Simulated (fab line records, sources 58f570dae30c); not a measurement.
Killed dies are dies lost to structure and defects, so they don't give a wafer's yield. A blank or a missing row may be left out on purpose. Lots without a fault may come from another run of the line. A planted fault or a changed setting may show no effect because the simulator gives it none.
Which tool did it? | flow berkeley_cmos170 | 7 lots, 21 wafers sampled, at 3 steps of a route of 331

WHAT THE GAUGES READ, wafer by wafer
UCB170_V1_CD_MEAS_90: target cd 700 nm.
lot  | measured     | on        | cd_nm (nm)
L212 | day 9 01:59  | cd_sem-01 | 701.0 701.5 701.5
L216 | day 9 22:16  | cd_sem-02 | 698.0 697.8 695.5
L220 | day 10 21:48 | cd_sem-01 | 698.3 699.7 698.7
L225 | day 11 12:58 | cd_sem-02 | 701.1 702.1 701.0
L223 | day 11 11:49 | cd_sem-01 | 698.7 699.7 699.8
L228 | day 13 00:38 | cd_sem-01 | 696.0 697.2 695.3
L234 | day 13 02:09 | cd_sem-02 | - - -

WHICH TOOL RAN EACH LOT (tool, then ch and the chambers of the sampled wafers, then the start)
lot  | UCB170_PLDD_STRIP_10                 | UCB170_V1_CVD_00
L212 | plasma_asher-04 ch 0,1, day 7 23:37  | pecvd-02 ch 1,2, day 8 22:16
L216 | plasma_asher-01 ch 0,1, day 8 16:37  | pecvd-04 ch 1,2, day 9 19:08
L220 | plasma_asher-01 ch 0,1, day 9 10:44  | pecvd-01 ch 0,1,2, day 10 17:02
L225 | plasma_asher-02 ch 0,1, day 10 05:08 | pecvd-04 ch 0,1,2, day 11 10:29
L223 | plasma_asher-02 ch 0,1, day 10 06:42 | pecvd-01 ch 0,1,2, day 11 09:10
L228 | plasma_asher-02 ch 0,1, day 10 19:55 | pecvd-01 ch 0,1,2, day 12 17:58
L234 | plasma_asher-04 ch 0,1, day 12 00:03 | pecvd-01 ch 0,1,2, day 12 23:08
- UCB170_PLDD_STRIP_10: strips in O2.
- UCB170_V1_CVD_00: deposits SiO2 from TEOS/O2, target thk 2000 nm, time 250 s.

THE ANSWER, worked out from the rows above alone
Rule: what is usual is taken from the lots themselves. Put in order of their means at a reading, lots are off if they are a third of the lots or fewer, leave a main group of 4 or more, and stand apart from it by a gap of 3 or more times the standard deviation of the main group's means; of several such gaps the widest counts. A main group whose means are all the same, to the digits that the tables above print for the reading, isn't used. A lot without any number at a reading at which 4 lots or more have one is off too. The other lots that the step has rows for count as sound.
Off: L234, at UCB170_V1_CD_MEAS_90 (cd_nm). Without a number there: L234. The main group: mean 699.0 nm, standard deviation 2.
A tool fits if, at a process step before that reading, it ran every lot that is off, and no sound lot after the first of them. The gauges at UCB170_V1_CD_MEAS_90 are tried like those tools. Can't be told from this: 3 tools fit, plasma_asher-04 at UCB170_PLDD_STRIP_10, pecvd-01 at UCB170_V1_CVD_00, cd_sem-02 at UCB170_V1_CD_MEAS_90.

WHAT THE SIMULATOR HAD PUT IN
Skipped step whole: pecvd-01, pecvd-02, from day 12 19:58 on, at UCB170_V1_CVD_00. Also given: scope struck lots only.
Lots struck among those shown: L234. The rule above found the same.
